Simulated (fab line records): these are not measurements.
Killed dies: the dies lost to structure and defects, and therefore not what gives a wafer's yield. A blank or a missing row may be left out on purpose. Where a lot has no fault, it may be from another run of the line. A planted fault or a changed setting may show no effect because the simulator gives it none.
fab line records	flow berkeley-cmos170	part 1 of 2: steps 1 to 27 of 35
record: lots: 5	wafers: 15	last-day: 11
route steps=331 shown SDANNEAL@205 PSD@206 NSD@207 PLDD@208 NLDD@209 SILICIDE@210 CONTACT@216 M1@238
lots that met no fault: taken from a fault-free run of the same line
start-h: hours from the record's first day to the start of the lot's first wafer shown	wait-h: hours elapsed since this lot's preceding step	" repeats the value in the row above	L1.1+2: several wafers, shown together as one row	- either no value or no given start	* or withheld: withheld	< > ~ a bound
route shown NAME@n: a module of which the file shows steps, and the number in the route of the first	usual: the fault-free wafers' mean and standard deviation	same: alike in all rows	chamber/n: place in a boat	sites: readings site by site	_std_site: their standard deviation	_edge_site: the outer-site mean with the inner-site mean subtracted	radius-mm: for every site, how far away it sits from the centre of the wafer	mask NAME#n: copy n	behind: tool/chamber where the wafer was last shaped	hold: what put the lot on hold/how long, in hours/how the hold closed	device: names the non-switching transistor (n, p or np)	end of line: at the end of the route, the tests of the same wafers	step lacking rows: just its recipe	killed: dies that structure and defects cost at the first sort, which is not the same as the wafer's yield	map: a wafer's dies, x killed, . not, _ none there
set.NAME: the setting as run; set.NAME@STEP: as run at that earlier step	model.NAME: the simulator's own value behind a step, which no gauge read
a table for each step, a row for each wafer; lots at some steps of the route
services: from which hour (start-h, from the record's first day; less than 0 if before it) a tool's chamber was out of use, for how many hours, and why
== steps ==
step: UCB170_SDANNEAL_RTA_01
recipe: temp-c: 1050	time-s: 5	ambient: N2
usual: lamp-power-pct: 36.2/2.2	wafer_temp_C_max: 1055.4/1.5
lot.wafer	tool	chamber	start-h	wait-h	lamp-power-pct	wafer_temp_C_max
L074.1	rtp-anneal-02	0	141.59	0.1	34.3	1055.8
L074.5	"	0	"	"	34.3	1057.0
L074.6	"	0	"	"	34.3	1056.9
L077.2	rtp-anneal-02	0	172.35	0.1	34.3	1055.4
L077.3	"	0	"	"	34.3	1057.1
L077.5	"	0	"	"	34.3	1057.2
L079.1	rtp-anneal-02	0	172.54	0.1	34.3	1055.2
L079.4	"	0	"	"	34.3	1056.7
L079.5	"	0	"	"	34.3	1057.4
L080.1	rtp-anneal-02	0	179.25	0.1	34.3	1056.9
L080.3	"	0	"	"	34.3	1056.4
L080.5	"	0	"	"	34.3	1056.7
L092.1	rtp-anneal-02	0	232.36	0.1	34.4	1054.7
L092.2	"	0	"	"	34.3	1054.5
L092.5	"	0	"	"	34.3	1055.4
step: UCB170_SDANNEAL_RS_MEAS_02
recipe: thk-meas-gauge: four-point-probe
usual: PSD_RS: 75.5/0.32
lot.wafer	tool	chamber	start-h	wait-h	PSD_RS[ohm/sq]
L074.1	film-metro-03	-	141.66	0.1	75.2
L074.5	"	-	"	"	75.4
L074.6	"	-	"	"	74.9
L077.2	film-metro-03	-	172.41	0.1	75.0
L077.3	"	-	"	"	75.0
L077.5	"	-	"	"	74.8
L079.1	film-metro-02	-	172.59	0.0	76.0
L079.4	"	-	"	"	75.9
L079.5	"	-	"	"	76.1
L080.1	film-metro-02	-	179.30	0.0	75.6
L080.3	"	-	"	"	75.6
L080.5	"	-	"	"	75.7
L092.1	film-metro-03	-	232.42	0.0	75.6
L092.2	"	-	"	"	75.5
L092.5	"	-	"	"	75.3
step: UCB170_SDANNEAL_RS_MEAS_03
recipe: thk-meas-gauge: four-point-probe
usual: NSD_RS: 37.26/0.083
lot.wafer	tool	chamber	start-h	wait-h	NSD_RS[ohm/sq]
L074.1	film-metro-03	-	141.78	0.1	37.11
L074.5	"	-	"	"	37.23
L074.6	"	-	"	"	37.13
L077.2	film-metro-03	-	172.53	0.1	37.19
L077.3	"	-	"	"	37.19
L077.5	"	-	"	"	37.23
L079.1	film-metro-02	-	172.71	0.1	37.22
L079.4	"	-	"	"	37.27
L079.5	"	-	"	"	37.21
L080.1	film-metro-02	-	179.42	0.1	37.32
L080.3	"	-	"	"	37.17
L080.5	"	-	"	"	37.22
L092.1	film-metro-03	-	232.54	0.1	37.25
L092.2	"	-	"	"	37.23
L092.5	"	-	"	"	37.21
step: UCB170_SDANNEAL_RS_MEAS_04
recipe: thk-meas-gauge: four-point-probe
usual: PLDD_RS: 1031.6/2.8
lot.wafer	tool	chamber	start-h	wait-h	PLDD_RS[ohm/sq]
L074.1	film-metro-03	-	141.90	0.1	1030.5
L074.5	"	-	"	"	1031.8
L074.6	"	-	"	"	1032.3
L077.2	film-metro-03	-	172.65	0.1	1030.0
L077.3	"	-	"	"	1031.6
L077.5	"	-	"	"	1032.5
L079.1	film-metro-02	-	172.83	0.1	1034.3
L079.4	"	-	"	"	1033.1
L079.5	"	-	"	"	1035.3
L080.1	film-metro-02	-	179.54	0.1	1029.1
L080.3	"	-	"	"	1030.3
L080.5	"	-	"	"	1030.3
L092.1	film-metro-03	-	232.66	0.1	1029.9
L092.2	"	-	"	"	1032.4
L092.5	"	-	"	"	1032.7
step: UCB170_SDANNEAL_RS_MEAS_05
recipe: thk-meas-gauge: four-point-probe
usual: NLDD_RS: 616.2/1.5
lot.wafer	tool	chamber	start-h	wait-h	NLDD_RS[ohm/sq]
L074.1	film-metro-03	-	142.02	0.1	616.1
L074.5	"	-	"	"	615.9
L074.6	"	-	"	"	616.7
L077.2	film-metro-03	-	172.77	0.1	616.3
L077.3	"	-	"	"	615.9
L077.5	"	-	"	"	616.8
L079.1	film-metro-02	-	172.95	0.1	614.7
L079.4	"	-	"	"	617.2
L079.5	"	-	"	"	617.6
L080.1	film-metro-02	-	179.66	0.1	616.3
L080.3	"	-	"	"	617.0
L080.5	"	-	"	"	618.3
L092.1	film-metro-03	-	232.78	0.1	615.0
L092.2	"	-	"	"	616.7
L092.5	"	-	"	"	617.3
step: UCB170_SILICIDE_PRE_CLEAN_00
recipe: gas: Ar	preclean-etch-time-s: 60
lot.wafer	tool	chamber	start-h	wait-h
L074.1+5+6	pvd-sputter-01	-	142.14	0.1
L077.2+3+5	pvd-sputter-01	-	172.87	0.1
L079.1+4+5	pvd-sputter-01	-	173.07	0.1
L080.1+3+5	pvd-sputter-03	-	179.78	0.1
L092.1+2+5	pvd-sputter-03	-	232.90	0.1
step: UCB170_SILICIDE_SPUTTER_01
recipe: material: Ti	target-thk-nm: 30	time-s: 25	power-w: 1500	chamber-pressure-pa: 0.5
usual: throttle-valve-pct: 29.8/0.86
lot.wafer	tool	chamber	start-h	wait-h	throttle-valve-pct
L074.1	pvd-sputter-01	-	142.21	0.0	30.8
L074.5	"	-	"	"	31.0
L074.6	"	-	"	"	29.9
L077.2	pvd-sputter-01	-	172.94	0.0	29.5
L077.3	"	-	"	"	30.0
L077.5	"	-	"	"	29.8
L079.1	pvd-sputter-01	-	173.14	0.0	31.1
L079.4	"	-	"	"	29.9
L079.5	"	-	"	"	30.0
L080.1	pvd-sputter-03	-	179.85	0.0	29.2
L080.3	"	-	"	"	30.5
L080.5	"	-	"	"	29.6
L092.1	pvd-sputter-03	-	232.96	0.0	30.8
L092.2	"	-	"	"	30.0
L092.5	"	-	"	"	29.2
step: UCB170_SILICIDE_RS_MEAS_02
recipe: thk-meas-gauge: four-point-probe	reads: Ti_of_SILICIDE_SPUTTER_01
usual: SILICIDE_TI_RS: 26.1/0.31
lot.wafer	tool	chamber	start-h	wait-h	SILICIDE_TI_RS[ohm/sq]
L074.1	film-metro-04	-	142.24	0.0	26.1
L074.5	"	-	"	"	26.4
L074.6	"	-	"	"	26.1
L077.2	film-metro-04	-	172.99	0.0	25.5
L077.3	"	-	"	"	25.8
L077.5	"	-	"	"	25.5
L079.1	film-metro-04	-	173.17	0.0	26.0
L079.4	"	-	"	"	26.0
L079.5	"	-	"	"	26.1
L080.1	film-metro-04	-	179.88	0.0	26.0
L080.3	"	-	"	"	26.1
L080.5	"	-	"	"	25.9
L092.1	film-metro-04	-	232.99	0.0	26.9
L092.2	"	-	"	"	26.8
L092.5	"	-	"	"	26.7
step: UCB170_SILICIDE_THK_MEAS_03
recipe: thk-meas-gauge: xrf	reads: Ti_of_SILICIDE_SPUTTER_01
usual: SILICIDE_TI_THK: 29.7/0.34
lot.wafer	tool	chamber	start-h	wait-h	SILICIDE_TI_THK[nm]
L074.1	film-metro-04	-	142.36	0.1	29.7
L074.5	"	-	"	"	29.6
L074.6	"	-	"	"	29.7
L077.2	film-metro-04	-	173.10	0.1	30.1
L077.3	"	-	"	"	29.8
L077.5	"	-	"	"	30.2
L079.1	film-metro-04	-	173.29	0.1	29.7
L079.4	"	-	"	"	29.7
L079.5	"	-	"	"	29.7
L080.1	film-metro-04	-	180.00	0.1	29.7
L080.3	"	-	"	"	29.9
L080.5	"	-	"	"	29.7
L092.1	film-metro-04	-	233.11	0.1	29.0
L092.2	"	-	"	"	29.2
L092.5	"	-	"	"	29.2
step: UCB170_SILICIDE_RTA_04
recipe: temp-c: 650	time-s: 15	ambient: N2
usual: lamp-power-pct: 10.3/0.62	wafer_temp_C_max: 653.1/0.95
lot.wafer	tool	chamber	start-h	wait-h	lamp-power-pct	wafer_temp_C_max
L074.1	rtp-anneal-01	0	142.42	0.1	10.8	652.6
L074.5	"	0	"	"	10.8	654.0
L074.6	"	0	"	"	10.8	653.9
L077.2	rtp-anneal-01	0	173.16	0.1	10.8	652.4
L077.3	"	0	"	"	10.8	652.6
L077.5	"	0	"	"	10.8	651.5
L079.1	rtp-anneal-01	0	173.35	0.1	10.8	652.2
L079.4	"	0	"	"	10.8	652.1
L079.5	"	0	"	"	10.8	651.1
L080.1	rtp-anneal-02	0	180.06	0.1	9.5	654.5
L080.3	"	0	"	"	9.5	653.9
L080.5	"	0	"	"	9.5	655.1
L092.1	rtp-anneal-01	0	233.17	0.1	10.8	652.6
L092.2	"	0	"	"	10.8	652.6
L092.5	"	0	"	"	10.8	652.0
step: UCB170_SILICIDE_WET_ETCH_05
recipe: chemistry: SPM	time-s: 45	temp-c: 120	target: Ti
lot.wafer	tool	chamber	start-h	wait-h
L074.1+5+6	wet-bench-03	3	142.50	0.1
L077.2+3+5	wet-bench-03	0	173.23	0.1
L079.1+4+5	wet-bench-03	1	173.60	0.2
L080.1+3+5	wet-bench-04	0	180.15	0.1
L092.1+2+5	wet-bench-01	3	233.25	0.1
step: UCB170_CONTACT_CLEAN_00
recipe: chemistry: SPM	temp-c: 120	time-s: 600
lot.wafer	tool	chamber	start-h	wait-h
L074.1+5+6	wet-bench-03	1	142.52	0.0
L077.2+3+5	wet-bench-03	0	173.25	0.0
L079.1+4+5	wet-bench-03	0	173.79	0.2
L080.1+3+5	wet-bench-04	1	180.17	0.0
L092.1+2+5	wet-bench-01	2	233.27	0.0
step: UCB170_CONTACT_CVD_01
recipe: material: PSG	target-thk-nm: 700	temp-c: 450	precursor: SiH4/O2/PH3	time-s: 2820	pressure-mtorr: 300	sih4-flow-sccm: 60	o2-flow-sccm: 90	ph3-flow-sccm: 25
usual: o2-flow-sccm: 90.02/0.27	spike-tc-centre-C: 451.8/1.3	spike-tc-load-C: 468/3.4
lot.wafer	tool	chamber	start-h	wait-h	o2-flow-sccm	spike-tc-centre-C	spike-tc-load-C
L074.1	lpcvd-02	0	142.69	0.0	90.10	449.4	465
L074.5	"	0	"	"	90.56	449.6	464
L074.6	"	0	"	"	90.26	452.1	465
L077.2	lpcvd-02	0	173.60	0.2	89.92	449.9	464
L077.3	"	0	"	"	90.13	450.9	465
L077.5	"	0	"	"	90.35	452.3	465
L079.1	lpcvd-01	1	174.65	0.7	90.28	453.4	468
L079.4	"	1	"	"	90.37	452.8	468
L079.5	"	1	"	"	90.16	453.1	468
L080.1	lpcvd-01	0	180.34	0.0	89.83	450.7	474
L080.3	"	0	"	"	89.58	452.6	473
L080.5	"	0	"	"	89.71	450.6	471
L092.1	lpcvd-01	1	233.45	0.0	89.98	452.0	469
L092.2	"	1	"	"	90.16	453.5	470
L092.5	"	1	"	"	89.79	452.4	469
step: UCB170_CONTACT_THK_MEAS_02
recipe: reads: PSG_of_CONTACT_CVD_01
usual: CONTACT_PSG_THK: 701/7.5
lot.wafer	tool	chamber	start-h	wait-h	CONTACT_PSG_THK[nm]
L074.1	film-metro-04	-	144.48	0.0	703
L074.5	"	-	"	"	703
L074.6	"	-	"	"	699
L077.2	film-metro-02	-	175.40	0.0	711
L077.3	"	-	"	"	709
L077.5	"	-	"	"	704
L079.1	film-metro-04	-	176.44	0.0	697
L079.4	"	-	"	"	699
L079.5	"	-	"	"	697
L080.1	film-metro-04	-	182.12	0.0	704
L080.3	"	-	"	"	703
L080.5	"	-	"	"	707
L092.1	film-metro-04	-	235.23	0.0	699
L092.2	"	-	"	"	699
L092.5	"	-	"	"	699
step: UCB170_CONTACT_HMDS_03
recipe: prime-time-s: 60	prime-temp-c: 100
usual: chill-plate-temp-C: 23.03/0.11
lot.wafer	tool	chamber	start-h	wait-h	chill-plate-temp-C
L074.1	litho-track-03	0	144.54	0.1	23.06
L074.5	"	0	"	"	23.02
L074.6	"	0	"	"	22.98
L077.2	litho-track-03	0	175.57	0.2	23.16
L077.3	"	0	"	"	22.95
L077.5	"	0	"	"	23.02
L079.1	litho-track-02	0	176.50	0.1	23.19
L079.4	"	0	"	"	23.02
L079.5	"	0	"	"	23.06
L080.1	litho-track-01	0	182.18	0.1	22.96
L080.3	"	0	"	"	23.15
L080.5	"	0	"	"	23.07
L092.1	litho-track-01	0	235.29	0.1	22.89
L092.2	"	0	"	"	22.94
L092.5	"	0	"	"	22.79
step: UCB170_CONTACT_COAT_04
recipe: resist: KrF	spin-rpm: 1500	resist-thk-nm: 900
usual: chill-plate-temp-C: 23.01/0.11
lot.wafer	tool	chamber	start-h	wait-h	chill-plate-temp-C
L074.1	litho-track-03	0	144.69	0.1	23.01
L074.5	"	0	"	"	22.91
L074.6	"	0	"	"	23.03
L077.2	litho-track-03	0	175.72	0.1	23.06
L077.3	"	0	"	"	23.10
L077.5	"	0	"	"	23.05
L079.1	litho-track-02	0	176.65	0.1	23.20
L079.4	"	0	"	"	23.13
L079.5	"	0	"	"	23.03
L080.1	litho-track-01	0	182.33	0.1	22.95
L080.3	"	0	"	"	23.14
L080.5	"	0	"	"	23.09
L092.1	litho-track-01	0	235.44	0.1	23.09
L092.2	"	0	"	"	23.26
L092.5	"	0	"	"	23.11
step: UCB170_CONTACT_SOFTBAKE_05
recipe: resist: KrF	temp-c: 130	time-s: 60
usual: chill-plate-temp-C: 23.01/0.1
lot.wafer	tool	chamber	start-h	wait-h	chill-plate-temp-C
L074.1	litho-track-03	0	144.84	0.1	22.90
L074.5	"	0	"	"	22.98
L074.6	"	0	"	"	22.87
L077.2	litho-track-03	0	175.87	0.1	23.23
L077.3	"	0	"	"	23.09
L077.5	"	0	"	"	23.16
L079.1	litho-track-02	0	176.80	0.1	23.00
L079.4	"	0	"	"	22.91
L079.5	"	0	"	"	23.00
L080.1	litho-track-01	0	182.48	0.1	23.07
L080.3	"	0	"	"	23.06
L080.5	"	0	"	"	22.97
L092.1	litho-track-01	0	235.59	0.1	23.05
L092.2	"	0	"	"	22.99
L092.5	"	0	"	"	22.83
step: UCB170_CONTACT_STRIP_06
recipe: chemistry: O2	power-w: 400	pressure-mtorr: 3500	platen-temp-c: withheld	o2-flow-sccm: 400	overash-fraction: 0.5
usual: drypump-motor-current-A: 5.6/0.55	o2-flow-sccm: 399.8/1.3	oes-product-au: 0.734/0.0043	strip-time-to-endpoint-s: 21.96/0.054
lot.wafer	tool	chamber	start-h	wait-h	drypump-motor-current-A	o2-flow-sccm	oes-product-au	rf-hours-counter-h	strip-time-to-endpoint-s
L074.1	plasma-asher-04	0	144.99	0.1	4.6	399.1	0.738	44	21.94
L074.5	"	0	"	"	4.6	401.1	0.737	-	21.88
L074.6	"	1	"	"	5.3	397.6	0.729	-	21.86
L077.2	plasma-asher-02	1	175.99	0.1	6.2	399.6	0.733	7	21.86
L077.3	"	1	"	"	6.2	398.2	0.736	-	21.98
L077.5	"	0	"	"	5.8	399.8	0.740	-	21.89
L079.1	plasma-asher-02	1	176.95	0.1	6.3	399.3	0.735	7	21.95
L079.4	"	0	"	"	5.8	400.4	0.738	-	22.06
L079.5	"	1	"	"	6.2	399.0	0.736	-	22.02
L080.1	plasma-asher-02	1	182.63	0.1	6.3	399.1	0.736	8	22.00
L080.3	"	0	"	"	5.8	400.6	0.736	-	21.95
L080.5	"	0	"	"	5.8	402.6	0.735	-	21.95
L092.1	plasma-asher-02	1	235.74	0.1	6.2	399.7	0.737	14	21.96
L092.2	"	0	"	"	5.8	399.8	0.735	14	21.93
L092.5	"	0	"	"	5.8	401.4	0.733	-	21.95
step: UCB170_CONTACT_CLEAN_07
recipe: chemistry: SPM	temp-c: 120	time-s: 600
lot.wafer	tool	chamber	start-h	wait-h
L074.1+5+6	wet-bench-03	0	145.09	0.1
L077.2+3+5	wet-bench-01	1	176.09	0.1
L079.1+4+5	wet-bench-01	3	177.05	0.1
L080.1+3+5	wet-bench-01	0	183.20	0.5
L092.1+2+5	wet-bench-01	1	238.52	2.7
step: UCB170_CONTACT_RTA_08
recipe: temp-c: 900	time-s: 10	ambient: N2
usual: lamp-power-pct: 23.4/1.5	wafer_temp_C_max: 904.5/1.3
lot.wafer	tool	chamber	start-h	wait-h	lamp-power-pct	wafer_temp_C_max
L074.1	rtp-anneal-02	0	145.28	0.0	22.2	905.1
L074.5	"	0	"	"	22.2	905.1
L074.6	"	0	"	"	22.2	907.0
L077.2	rtp-anneal-01	0	176.28	0.0	25.2	902.5
L077.3	"	0	"	"	25.2	904.3
L077.5	"	0	"	"	25.2	903.4
L079.1	rtp-anneal-02	0	177.22	0.0	22.2	904.5
L079.4	"	0	"	"	22.2	904.9
L079.5	"	0	"	"	22.2	906.7
L080.1	rtp-anneal-02	0	183.38	0.0	22.2	905.1
L080.3	"	0	"	"	22.2	904.5
L080.5	"	0	"	"	22.2	906.3
L092.1	rtp-anneal-02	0	238.69	0.0	22.2	903.4
L092.2	"	0	"	"	22.2	905.1
L092.5	"	0	"	"	22.2	905.1
step: UCB170_CONTACT_COAT_09
recipe: resist: BARC	temp-c: withheld	time-s: withheld	spin-rpm: 3000	resist-thk-nm: withheld
usual: chill-plate-temp-C: *
lot.wafer	tool	chamber	start-h	wait-h	chill-plate-temp-C
L074.1	litho-track-01	0	145.34	0.1	*
L074.5	"	0	"	"	*
L074.6	"	0	"	"	*
L077.2	litho-track-01	0	176.36	0.1	*
L077.3	"	0	"	"	*
L077.5	"	0	"	"	*
L079.1	litho-track-01	0	177.29	0.1	*
L079.4	"	0	"	"	*
L079.5	"	0	"	"	*
L080.1	litho-track-03	0	183.44	0.1	*
L080.3	"	0	"	"	*
L080.5	"	0	"	"	*
L092.1	litho-track-02	0	239.21	0.5	*
L092.2	"	0	"	"	*
L092.5	"	0	"	"	*
step: UCB170_CONTACT_COAT_10
recipe: resist: KrF	spin-rpm: 1500	resist-thk-nm: 900
usual: chill-plate-temp-C: 22.99/0.1
lot.wafer	tool	chamber	start-h	wait-h	chill-plate-temp-C
L074.1	litho-track-01	0	-	-	22.73
L074.5	"	0	"	"	23.04
L074.6	"	0	"	"	22.92
L077.2	litho-track-01	0	-	-	22.84
L077.3	"	0	"	"	22.94
L077.5	"	0	"	"	22.91
L079.1	litho-track-01	0	-	-	22.94
L079.4	"	0	"	"	22.92
L079.5	"	0	"	"	22.97
L080.1	litho-track-03	0	-	-	22.94
L080.3	"	0	"	"	23.03
L080.5	"	0	"	"	22.95
L092.1	litho-track-02	0	-	-	23.19
L092.2	"	0	"	"	23.00
L092.5	"	0	"	"	23.02
step: UCB170_CONTACT_SOFTBAKE_11
recipe: resist: KrF	temp-c: 130	time-s: 60
usual: chill-plate-temp-C: 22.99/0.098
lot.wafer	tool	chamber	start-h	wait-h	chill-plate-temp-C
L074.1	litho-track-01	0	-	-	23.01
L074.5	"	0	"	"	22.88
L074.6	"	0	"	"	22.93
L077.2	litho-track-01	0	-	-	23.01
L077.3	"	0	"	"	22.95
L077.5	"	0	"	"	22.95
L079.1	litho-track-01	0	-	-	22.99
L079.4	"	0	"	"	23.03
L079.5	"	0	"	"	22.93
L080.1	litho-track-03	0	-	-	22.97
L080.3	"	0	"	"	23.04
L080.5	"	0	"	"	22.93
L092.1	litho-track-02	0	-	-	22.93
L092.2	"	0	"	"	23.00
L092.5	"	0	"	"	23.01
step: UCB170_CONTACT_EXPOSE_12
recipe: mask-id: CONT	target-cd-nm: 700	na: 0.5	sigma-outer: 0.6	source-shape: conventional	dose-mj: 35
lot.wafer	tool	chamber	start-h	wait-h	mask
L074.1+5+6	krf-scanner-02	0	145.87	-	CONT#0
L077.2+3+5	krf-scanner-02	0	176.93	-	CONT#0
L079.1+4+5	krf-scanner-02	0	177.74	-	CONT#0
L080.1+3+5	krf-scanner-01	0	184.02	-	CONT#0
L092.1+2+5	krf-scanner-01	0	239.66	-	CONT#0
step: UCB170_CONTACT_PEB_13
recipe: peb-temp-c: 130	peb-time-s: withheld	resist: KrF
usual: chill-plate-temp-C: 23.01/0.092
lot.wafer	tool	chamber	start-h	wait-h	chill-plate-temp-C
L074.1	litho-track-02	0	145.99	0.1	23.02
L074.5	"	0	"	"	22.98
L074.6	"	0	"	"	22.98
L077.2	litho-track-02	0	177.25	0.3	22.95
L077.3	"	0	"	"	23.05
L077.5	"	0	"	"	22.96
L079.1	litho-track-02	0	178.22	0.5	23.02
L079.4	"	0	"	"	23.09
L079.5	"	0	"	"	23.01
L080.1	litho-track-01	0	184.14	0.1	23.02
L080.3	"	0	"	"	23.12
L080.5	"	0	"	"	22.91
L092.1	litho-track-03	0	240.10	0.4	22.92
L092.2	"	0	"	"	23.03
L092.5	"	0	"	"	22.84
step: UCB170_CONTACT_DEVELOP_14
recipe: developer: TMAH	develop-time-s: 45	resist: KrF	dev-temp-c: 21
usual: chill-plate-temp-C: 23.00/0.11
lot.wafer	tool	chamber	start-h	wait-h	chill-plate-temp-C
L074.1	litho-track-02	0	-	-	23.01
L074.5	"	0	"	"	22.99
L074.6	"	0	"	"	22.92
L077.2	litho-track-02	0	-	-	22.96
L077.3	"	0	"	"	22.90
L077.5	"	0	"	"	23.10
L079.1	litho-track-02	0	-	-	23.04
L079.4	"	0	"	"	22.97
L079.5	"	0	"	"	22.88
L080.1	litho-track-01	0	-	-	22.87
L080.3	"	0	"	"	22.85
L080.5	"	0	"	"	22.91
L092.1	litho-track-03	0	-	-	23.01
L092.2	"	0	"	"	23.14
L092.5	"	0	"	"	23.14
step: UCB170_CONTACT_CD_MEAS_15
recipe: target-cd-nm: 700
usual: cd-nm: 700.0/1.3
lot.wafer	tool	chamber	start-h	wait-h	cd-nm
L074.1	cd-sem-02	-	146.26	-	700.3
L074.5	"	-	"	"	699.0
L074.6	"	-	"	"	699.1
L077.2	cd-sem-01	-	177.52	-	701.2
L077.3	"	-	"	"	700.3
L077.5	"	-	"	"	700.4
L079.1	cd-sem-02	-	178.50	-	700.9
L079.4	"	-	"	"	699.6
L079.5	"	-	"	"	700.0
L080.1	cd-sem-01	-	184.41	-	697.8
L080.3	"	-	"	"	697.5
L080.5	"	-	"	"	697.4
L092.1	cd-sem-02	-	240.37	-	701.4
L092.2	"	-	"	"	699.6
L092.5	"	-	"	"	701.4
